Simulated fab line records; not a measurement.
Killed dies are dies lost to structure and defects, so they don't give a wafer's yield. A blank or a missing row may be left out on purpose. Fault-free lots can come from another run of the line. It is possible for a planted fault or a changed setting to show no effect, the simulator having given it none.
The tool behind it: which one? + flow berkeley cmos170 + 42 wafers from 14 lots sampled at 3 of the route's 331 steps

WHAT THE GAUGES READ, wafer by wafer
UCB170_V1_CD_MEAS_12: the cd target is 700 nm.
| lot  | measured     | on        | cd nm (nm)        |
|------|--------------|-----------|-------------------|
| L877 | day 7 12:17  | cd sem-01 | 701.7 701.5 701.8 |
| L879 | day 7 12:52  | cd sem-02 | 700.2 700.1 700.9 |
| L878 | day 7 18:12  | cd sem-02 | 700.9 700.7 701.1 |
| L881 | day 8 12:23  | cd sem-02 | 697.1 699.4 699.7 |
| L884 | day 9 08:25  | cd sem-01 | 701.1 701.7 701.5 |
| L883 | day 9 08:40  | cd sem-02 | 701.4 700.0 700.5 |
| L885 | day 9 19:24  | cd sem-01 | 702.4 702.0 702.6 |
| L886 | day 9 19:36  | cd sem-02 | 697.9 697.0 697.7 |
| L889 | day 10 09:46 | cd sem-01 | 702.7 700.2 701.3 |
| L887 | day 10 10:01 | cd sem-01 | 701.1 702.0 701.5 |
| L890 | day 11 06:28 | cd sem-01 | 698.8 699.9 698.2 |
| L893 | day 11 06:38 | cd sem-01 | 700.1 699.7 700.9 |
| L892 | day 11 17:18 | cd sem-01 | 699.1 700.1 699.2 |
| L898 | day 13 04:17 | cd sem-01 | 701.7 699.4 700.4 |

UCB170_V2_THK_MEAS_04.
| lot  | measured     | on            | V2_POLISHED_THK (nm) |
|------|--------------|---------------|----------------------|
| L877 | day 7 16:16  | film metro-02 | 999.7 1000.9 998.7   |
| L879 | day 7 17:27  | film metro-01 | 999.7 1000.1 999.3   |
| L878 | day 7 22:06  | film metro-02 | 1000.2 999.5 998.0   |
| L881 | day 8 16:40  | film metro-02 | 1002.9 1002.8 1000.1 |
| L884 | day 9 12:41  | film metro-01 | 997.0 997.4 1001.5   |
| L883 | day 9 13:16  | film metro-04 | 999.8 1002.2 998.7   |
| L885 | day 9 23:50  | film metro-02 | 1002.3 1003.0 1002.6 |
| L886 | day 10 00:23 | film metro-04 | 1001.1 1000.1 1000.3 |
| L889 | day 10 17:40 | film metro-04 | 1001.1 997.8 1001.0  |
| L887 | day 10 18:10 | film metro-01 | 1001.6 998.9 1001.0  |
| L890 | day 11 10:49 | film metro-01 | 1000.4 996.3 997.9   |
| L893 | day 11 11:12 | film metro-04 | 998.2 1001.1 1000.6  |
| L892 | day 11 22:52 | film metro-04 | 1001.2 997.9 1000.2  |
| L898 | day 13 10:29 | film metro-01 | 1000.0 1000.0 997.2  |

TOOL THAT RAN EACH LOT (tool first, then ch and the chambers of the sampled wafers, then the start)
| lot  | UCB170_M2_STRIP_19                   |
|------|--------------------------------------|
| L877 | plasma asher-01 ch 0,1, day 7 15:23  |
| L879 | plasma asher-04 ch 0,1, day 7 16:04  |
| L878 | plasma asher-04 ch 0,1, day 7 21:15  |
| L881 | plasma asher-01 ch 0,1, day 8 15:48  |
| L884 | plasma asher-01 ch 0,1, day 9 11:50  |
| L883 | plasma asher-01 ch 0,1, day 9 12:25  |
| L885 | plasma asher-03 ch 0,1, day 9 22:59  |
| L886 | plasma asher-03 ch 0,1, day 9 23:31  |
| L889 | plasma asher-01 ch 0,1, day 10 16:35 |
| L887 | plasma asher-01 ch 0,1, day 10 16:50 |
| L890 | plasma asher-03 ch 0,1, day 11 09:57 |
| L893 | plasma asher-03 ch 0,1, day 11 10:22 |
| L892 | plasma asher-03 ch 0,1, day 11 21:40 |
| L898 | plasma asher-04 ch 0,1, day 13 09:33 |
- UCB170_M2_STRIP_19: strips in O2.

WHAT THE TOOLS THEMSELVES READ (means of the sampled wafers that have a number; where no wafer has one, the mark that the record gives instead)
UCB170_M2_STRIP_19.
| lot  | tool            | drypump motor current A (A) | o2 flow sccm (sccm) | oes product au (a.u.) |
|------|-----------------|-----------------------------|---------------------|-----------------------|
| L877 | plasma asher-01 | 5.0                         | 400.5               | 0.544                 |
| L879 | plasma asher-04 | 5.4                         | 399.8               | 0.524                 |
| L878 | plasma asher-04 | 5.9                         | 399.9               | 0.539                 |
| L881 | plasma asher-01 | 5.0                         | 399.9               | 0.528                 |
| L884 | plasma asher-01 | 5.0                         | 400.5               | 0.535                 |
| L883 | plasma asher-01 | 5.0                         | 400.8               | 0.523                 |
| L885 | plasma asher-03 | 5.8                         | 399.8               | 0.555                 |
| L886 | plasma asher-03 | 5.8                         | 400.3               | 0.519                 |
| L889 | plasma asher-01 | 5.0                         | 400.9               | 0.563                 |
| L887 | plasma asher-01 | 5.0                         | 400.9               | 0.548                 |
| L890 | plasma asher-03 | 5.9                         | 399.7               | 0.532                 |
| L893 | plasma asher-03 | 5.8                         | 399.5               | 0.556                 |
| L892 | plasma asher-03 | 5.8                         | 399.3               | 0.537                 |
| L898 | plasma asher-04 | 5.9                         | 398.9               | 0.561                 |

THE ANSWER, worked out from the rows above alone
Rule: the lots themselves supply what counts as usual. The widest of any qualifying gaps counts: lots, ordered by their means at a reading, are off when they make up no more than a third of the lots, leave a main group of 4 or more, and stand apart from it by 3 or more times the standard deviation of that group's means. A main group is skipped when, at the precision printed for the reading in the tables above, its means are all equal. Also off: a lot with no number at a reading for which 4 or more lots have one. Where the step has rows for the other lots, those lots are counted as sound. Order of review: gauges by route order, followed by the tools' own readings, for which a lot's mean as printed above is used. The first step at which some lot is off is used, and at that step the reading that is off furthest; a lot without a number counts as furthest.
Nothing can be told from this: no lot is off at any reading shown.

WHAT THE SIMULATOR HAD INSERTED
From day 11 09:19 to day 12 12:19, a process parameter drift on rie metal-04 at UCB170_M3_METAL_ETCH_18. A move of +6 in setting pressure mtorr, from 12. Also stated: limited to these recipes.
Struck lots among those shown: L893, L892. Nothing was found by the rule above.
